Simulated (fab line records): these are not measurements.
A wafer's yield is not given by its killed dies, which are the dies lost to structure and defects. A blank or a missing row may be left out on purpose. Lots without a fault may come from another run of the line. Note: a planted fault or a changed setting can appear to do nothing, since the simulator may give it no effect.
A lot that was struck, set against a sound lot :: flow berkeleyCmos170 :: 45 out of 331 route steps
Sound: wafers L847.1, L847.2, L847.5. The struck wafers were L863.1, L863.3, L863.6. Last of all comes the cause.
At each step with rows: each side's tool, then ch and its chambers, then its first start. Under that, the readings that differ: sound wafers :: struck wafers :: difference of the means :: sigmas: that difference in standard deviations of wafers without a fault.
alike: same words and numbers on both sides, and readings whose means sit less than 2 such deviations apart. not compared: any withheld reading, any reading some wafer has no value for, any bound like >300 that may hide the same value, and any number with overlapping values for which the record gives no deviation.
Wherever a step has rows on one side only, a row that says differs or no value, or a row with sigmas, the two part there. When numbers do not overlap yet have no deviation, they are printed without sigmas and do not part them. A reading missing from all wafers of one side parts the sides only when that side holds two or more wafers.

first, 1 step without rows for these wafers: UCB170_PLDD_IMPLANT_09.
UCB170_PLDD_STRIP_10: strips in O2.
  sound on plasmaAsher-02 ch 0,1, day 7 07:24; struck on plasmaAsher-04 ch 0,1, day 10 13:00
reading: stripTimeToEndpointS (s)
sound: 21.57 21.54 21.56
struck: 21.75 21.72 21.75
difference: +0.18
sigmas: +2
  alike: drypumpMotorCurrentA, oesProductAu
  not compared: rfHoursCounterH
UCB170_PLDD_TW_MEAS_11:
  sound on filmMetro-03, day 7 07:30; struck on filmMetro-04, day 10 13:06
reading: PLDD_TW
sound: 1011 1018 1013
struck: 992 991 996
difference: -21
sigmas: -2
then, 7 steps without rows for these wafers: UCB170_PLDD_CLEAN_12 (cleans in SPM, time 600 s); UCB170_NLDD_HMDS_00 (prime time 60 s); UCB170_NLDD_COAT_01 (resist thk 900 nm); UCB170_NLDD_SOFTBAKE_02 (time 60 s); UCB170_NLDD_EXPOSE_03 (exposes mask NSELECT, target cd 1200 nm); UCB170_NLDD_PEB_04; UCB170_NLDD_DEVELOP_05 (develop time 45 s).
UCB170_NLDD_CD_MEAS_06: the cd target is 1200 nm.
  sound on cdSem-02, day 7 08:43; struck on cdSem-02, day 10 14:31
  alike: cdNm
UCB170_NLDD_OVL_MEAS_07:
  sound on overlay-02, day 7 08:50; struck on overlay-01, day 10 14:38
  alike: NLDD_OVL
UCB170_NLDD_IMPLANT_08:
  sound on implanter-01 ch 0, day 7 08:52; struck on implanter-04 ch 0, day 10 14:40
then, 1 step without rows for these wafers: UCB170_NLDD_IMPLANT_09.
UCB170_NLDD_STRIP_10: strips in O2.
  sound on plasmaAsher-04 ch 0,1, day 7 09:10; struck on plasmaAsher-04 ch 0,1, day 10 14:58
  alike: drypumpMotorCurrentA, oesProductAu, stripTimeToEndpointS
  not compared: rfHoursCounterH
UCB170_NLDD_TW_MEAS_11:
  sound on filmMetro-01, day 7 09:16; struck on filmMetro-03, day 10 15:04
  alike: NLDD_TW
then, 1 step without rows for these wafers: UCB170_NLDD_CLEAN_12 (cleans in SPM, time 600 s).
UCB170_SPACER_CVD_00: deposits SiO2 from TEOS/O2, target thk 376 nm, time 47 s.
  sound on pecvd-03 ch 0,1,2, day 7 09:30; struck on pecvd-02 ch 0,1,2, day 10 15:18
  alike: heaterPowerW, rfFwdPowerW, susceptorTempC
UCB170_SPACER_THK_MEAS_01:
  sound on filmMetro-01, day 7 09:32; struck on filmMetro-02, day 10 15:20
  alike: SPACER_TEOS_THK
then, 1 step without rows for these wafers: UCB170_SPACER_ANNEAL_02 (time 1800 s).
UCB170_SPACER_ETCHBACK_03: etches SiO2 in CHF3/CF4/Ar, stops on Si, target depth 376 nm, time 100 s.
  sound on rieDiel-04 ch 0,2, day 7 15:06; struck on rieDiel-01 ch 1,2, day 10 21:25
  alike: cf4FlowSccm, drypumpMotorCurrentA, oesProductAu, rfFwdPowerW, throttleValvePct
  not compared: rfHoursCounterH
then, 6 steps without rows for these wafers: UCB170_PSD_HMDS_00 (prime time 60 s); UCB170_PSD_COAT_01 (resist thk 900 nm); UCB170_PSD_SOFTBAKE_02 (time 60 s); UCB170_PSD_EXPOSE_03 (exposes mask PSELECT MOD, target cd 1200 nm); UCB170_PSD_PEB_04; UCB170_PSD_DEVELOP_05 (develop time 45 s).
UCB170_PSD_CD_MEAS_06: the cd target is 1200 nm.
  sound on cdSem-01, day 7 16:51; struck on cdSem-01, day 10 22:19
  alike: cdNm
UCB170_PSD_OVL_MEAS_07:
  sound on overlay-01, day 7 16:58; struck on overlay-01, day 10 22:26
  alike: PSD_OVL
then, 1 step without rows for these wafers: UCB170_PSD_IMPLANT_08.
UCB170_PSD_STRIP_09: strips in O2.
  sound on plasmaAsher-02 ch 0,1, day 7 17:10; struck on plasmaAsher-04 ch 0,1, day 10 22:38
reading: drypumpMotorCurrentA (A)
sound: 4.8 5.5 4.8
struck: 5.7 6.1 6.2
difference: +1.0
sigmas: +2
  alike: oesProductAu, stripTimeToEndpointS
  not compared: rfHoursCounterH
UCB170_PSD_TW_MEAS_10:
  sound on filmMetro-03, day 7 17:16; struck on filmMetro-03, day 10 22:44
  alike: PSD_TW
then, 7 steps without rows for these wafers: UCB170_PSD_CLEAN_11 (cleans in SPM, time 600 s); UCB170_NSD_HMDS_00 (prime time 60 s); UCB170_NSD_COAT_01 (resist thk 900 nm); UCB170_NSD_SOFTBAKE_02 (time 60 s); UCB170_NSD_EXPOSE_03 (exposes mask NSELECT MOD, target cd 1200 nm); UCB170_NSD_PEB_04; UCB170_NSD_DEVELOP_05 (develop time 45 s).
UCB170_NSD_CD_MEAS_06: the cd target is 1200 nm.
  sound on cdSem-02, day 7 22:13; struck on cdSem-01, day 11 00:35
  alike: cdNm
UCB170_NSD_OVL_MEAS_07:
  sound on overlay-01, day 7 22:20; struck on overlay-01, day 11 00:42
  alike: NSD_OVL
then, 1 step without rows for these wafers: UCB170_NSD_IMPLANT_08.
UCB170_SDANNEAL_RS_MEAS_05: the measuring method here is four-point-probe.
  sound on filmMetro-03, day 8 00:08; struck on filmMetro-03, day 11 06:07
reading: NLDD_RS (ohm/sq)
sound: 618.9 618.2 617.1
struck: 577.5 554.5 560.5
difference: -53.9
sigmas: -41
  not compared: hold
UCB170_SILICIDE_PRE_CLEAN_00: preclean etch time 60 s.
  sound on pvdSputter-01, day 8 00:16; struck on pvdSputter-04, day 11 08:38
reading: hold
sound: - - -
struck: awaitDispo/2.4h/release awaitDispo/2.4h/release awaitDispo/2.4h/release
difference: no value on the sound wafers
sigmas: 
UCB170_M3_PROBE_99:
  the record has rows for the struck wafers here (prober-02, day 12 05:16) and none for the sound ones

## WHERE THEY PART
First at UCB170_PLDD_STRIP_10; last, within this record, at UCB170_M3_PROBE_99.

WHY: what the simulator had put in
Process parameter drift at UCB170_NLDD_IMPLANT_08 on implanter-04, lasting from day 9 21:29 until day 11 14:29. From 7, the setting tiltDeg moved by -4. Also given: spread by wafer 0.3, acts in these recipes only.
